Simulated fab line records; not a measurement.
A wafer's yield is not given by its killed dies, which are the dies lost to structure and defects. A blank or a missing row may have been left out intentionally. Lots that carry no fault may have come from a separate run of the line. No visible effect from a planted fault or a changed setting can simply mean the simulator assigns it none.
The tool behind it: which one? -- flow berkeley cmos170 -- Sampling: 14 lots, 42 wafers, 5 of 331 route steps

== WHAT THE GAUGES READ, wafer by wafer ==
UCB170_START_THK_MEAS_03. Usual: for START_OXIDE_THK the level is 20.9 nm and the standard deviation is 0.33.
lot,measured,on,START_OXIDE_THK (nm),flag
L491,day 1 17:05,film metro-01,20.9 20.9 21.2,
L490,day 1 17:06,film metro-02,20.3 20.5 20.4,
L492,day 2 01:22,film metro-02,20.4 20.6 20.5,
L495,day 2 15:59,film metro-01,20.8 21.1 21.3,
L496,day 2 22:56,film metro-01,20.8 20.3 20.5,
L498,day 3 06:11,film metro-04,21.0 20.5 20.9,
L503,day 4 05:17,film metro-04,21.0 21.0 21.2,
L502,day 4 05:19,film metro-01,21.2 20.9 21.0,
L507,day 5 03:47,film metro-01,21.0 21.0 21.2,
L509,day 5 14:05,film metro-02,21.0 20.6 20.7,
L510,day 5 17:05,film metro-01,20.9 21.4 20.9,
L511,day 6 00:07,film metro-01,20.8 20.8 20.9,
L512,day 6 03:56,film metro-02,21.2 21.5 21.6,
L513,day 6 08:32,film metro-02,20.4 20.8 20.4,

UCB170_ACTIVE_THK_MEAS_03. Usual: for ACTIVE_OXIDE_THK the level is 26.5 nm and the standard deviation is 0.39.
lot,measured,on,ACTIVE_OXIDE_THK (nm),flag
L491,day 4 07:58,film metro-02,25.9 26.1 25.7,
L490,day 4 07:59,film metro-01,26.3 26.4 25.7,
L492,day 4 14:55,film metro-01,26.4 26.6 26.8,
L495,day 5 03:58,film metro-02,25.9 26.0 26.2,
L496,day 5 08:55,film metro-02,26.3 26.0 26.5,
L498,day 5 18:50,film metro-01,26.6 27.0 26.9,
L503,day 6 21:17,film metro-04,22.7 23.0 23.2,OFF
L502,day 6 21:19,film metro-01,22.9 22.9 23.2,OFF
L507,day 7 07:46,film metro-04,26.9 26.4 26.5,
L509,day 8 03:17,film metro-04,26.2 26.6 26.4,
L510,day 8 03:17,film metro-02,25.5 26.2 26.4,
L511,day 8 07:56,film metro-01,26.7 26.6 26.6,
L512,day 8 07:53,film metro-01,26.1 26.6 26.3,
L513,day 8 14:02,film metro-01,26.6 26.0 26.2,

UCB170_ACTIVE_CD_MEAS_90: target cd 1200 nm. Usual: cd nm at 1199.2 nm, with a standard deviation of 1.3.
lot,measured,on,cd nm (nm),flag
L491,day 4 15:41,cd sem-01,1198.5 1199.7 1199.9,
L490,day 4 15:50,cd sem-02,1197.6 1198.9 1198.9,
L492,day 4 23:21,cd sem-02,1198.5 1200.4 1198.1,
L495,day 5 11:28,cd sem-02,1200.6 1200.5 1199.2,
L496,day 5 17:35,cd sem-02,1198.8 1197.7 1197.9,
L498,day 6 03:47,cd sem-01,1201.2 1200.3 1201.1,
L503,day 7 08:16,cd sem-01,1196.9 1197.7 1197.9,
L502,day 7 07:23,cd sem-02,1199.8 1199.1 1199.1,
L507,day 7 15:49,cd sem-02,1197.6 1198.7 1197.4,
L509,day 8 10:34,cd sem-02,1201.2 1200.4 1201.6,
L510,day 8 10:51,cd sem-01,1200.6 1200.4 1201.7,
L511,day 8 16:37,cd sem-02,1200.5 1200.4 1199.1,
L512,day 8 16:24,cd sem-02,1199.0 1200.8 1199.7,
L513,day 8 21:44,cd sem-01,1199.3 1200.9 1198.1,

== TOOL THAT RAN EACH LOT (tool first, then ch and the chambers of the sampled wafers, then the start) ==
lot,UCB170_NWELL_STRIP_15,UCB170_ACTIVE_OXIDATION_02
L491,"plasma asher-02 ch 1, day 2 12:14","furnace-04 ch 0, day 4 06:37"
L490,"plasma asher-02 ch 0,1, day 2 12:39","furnace-04 ch 0, day 4 06:37"
L492,"plasma asher-03 ch 0,1, day 2 19:17","furnace-04 ch 0, day 4 13:33"
L495,"plasma asher-02 ch 0,1, day 3 11:42","furnace-03 ch 0, day 5 02:37"
L496,"plasma asher-03 ch 0,1, day 3 18:50","furnace-04 ch 0, day 5 07:32"
L498,"plasma asher-03 ch 0,1, day 4 01:17","furnace-04 ch 0, day 5 17:29"
L503,"plasma asher-03 ch 0,1, day 4 23:54","furnace-04 ch 0, day 6 19:56"
L502,"plasma asher-01 ch 0,1, day 4 23:49","furnace-04 ch 0, day 6 19:56"
L507,"plasma asher-03 ch 0,1, day 5 19:22","furnace-03 ch 0, day 7 06:20"
L509,"plasma asher-02 ch 0,1, day 6 07:41","furnace-03 ch 0, day 8 01:54"
L510,"plasma asher-03 ch 0,1, day 6 11:52","furnace-03 ch 0, day 8 01:54"
L511,"plasma asher-02 ch 0,1, day 6 17:36","furnace-01 ch 0, day 8 06:31"
L512,"plasma asher-03 ch 0,1, day 6 17:23","furnace-01 ch 0, day 8 06:31"
L513,"plasma asher-02 ch 0,1, day 6 23:47","furnace-03 ch 0, day 8 12:41"
- UCB170_NWELL_STRIP_15: strips in O2.
- UCB170_ACTIVE_OXIDATION_02: target thk 26.4 nm, ox time 1260 s.

== WHAT THE TOOLS THEMSELVES READ (means of the sampled wafers that have a number; where no wafer has one, the mark that the record gives instead) ==
UCB170_NWELL_STRIP_15. Usual: chamber pressure mTorr 3499 mTorr, standard deviation 3.5; drypump motor current A 5.42 A, standard deviation 0.27; oes product au 0.721 a.u., standard deviation 0.0043; strip time to endpoint s 18.01 s, standard deviation 0.077.
lot,tool,chamber pressure mTorr (mTorr),drypump motor current A (A),oes product au (a.u.),strip time to endpoint s (s),flag
L491,plasma asher-02,3499,4.97,0.720,18.03,
L490,plasma asher-02,3496,5.49,0.719,18.02,
L492,plasma asher-03,3499,5.57,0.725,18.00,
L495,plasma asher-02,3499,5.46,0.723,18.05,
L496,plasma asher-03,3500,5.52,0.721,18.02,
L498,plasma asher-03,3501,5.57,0.721,17.96,
L503,plasma asher-03,3496,5.56,0.721,18.04,
L502,plasma asher-01,3499,5.41,0.721,17.89,
L507,plasma asher-03,3499,5.52,0.719,18.06,
L509,plasma asher-02,3501,5.22,0.722,17.98,
L510,plasma asher-03,3501,5.57,0.724,18.06,
L511,plasma asher-02,3497,5.46,0.723,18.03,
L512,plasma asher-03,3500,5.55,0.727,18.02,
L513,plasma asher-02,3500,5.23,0.722,18.00,

UCB170_ACTIVE_OXIDATION_02. Usual: ox temp c max 1004.2, standard deviation 1.3; zone power centre pct 56 %, standard deviation 5.3.
lot,tool,ox temp c max,zone power centre pct (%),flag
L491,furnace-04,1002.9,56,
L490,furnace-04,1004.4,55,
L492,furnace-04,1004.1,56,
L495,furnace-03,1005.3,60,
L496,furnace-04,1002.8,56,
L498,furnace-04,1003.1,56,
L503,furnace-04,1003.7,56,
L502,furnace-04,1003.5,56,
L507,furnace-03,1005.8,61,
L509,furnace-03,1004.8,60,
L510,furnace-03,1005.7,60,
L511,furnace-01,1003.0,43,
L512,furnace-01,1003.7,43,
L513,furnace-03,1005.6,61,

== THE ANSWER, worked out from the rows above alone ==
Rule: take the mean of a lot's wafers that have a number; if it is more than 3 standard deviations from the usual mean, the lot is off. Also off: a lot with no number at a reading for which 4 or more lots have one. The other lots that the step has rows for count as sound. The gauges are gone through in route order, then the tools' own readings, and for those a lot's mean is taken as printed above. The first step at which some lot is off is used, and at that step the reading that is off furthest; a lot without a number counts as furthest.
Off: L503, L502, seen at UCB170_ACTIVE_THK_MEAS_03 (ACTIVE_OXIDE_THK).
If a tool, at a process step before that reading, ran all the lots that are off and no sound lot after the first of them, it fits. Those tools and the gauges at UCB170_ACTIVE_THK_MEAS_03 are tried in the same way. One candidate fits, namely furnace-04 at UCB170_ACTIVE_OXIDATION_02. A fault onset in the window from L498 (day 5 17:29, its last sound lot) to L502 (day 6 19:56, its first lot off) fits.

== WHAT THE SIMULATOR HAD INSERTED ==
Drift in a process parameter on furnace-04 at UCB170_ACTIVE_OXIDATION_02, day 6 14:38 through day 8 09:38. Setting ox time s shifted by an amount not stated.
Shown lots that were struck: L503, L502. The rule above reached the same finding.
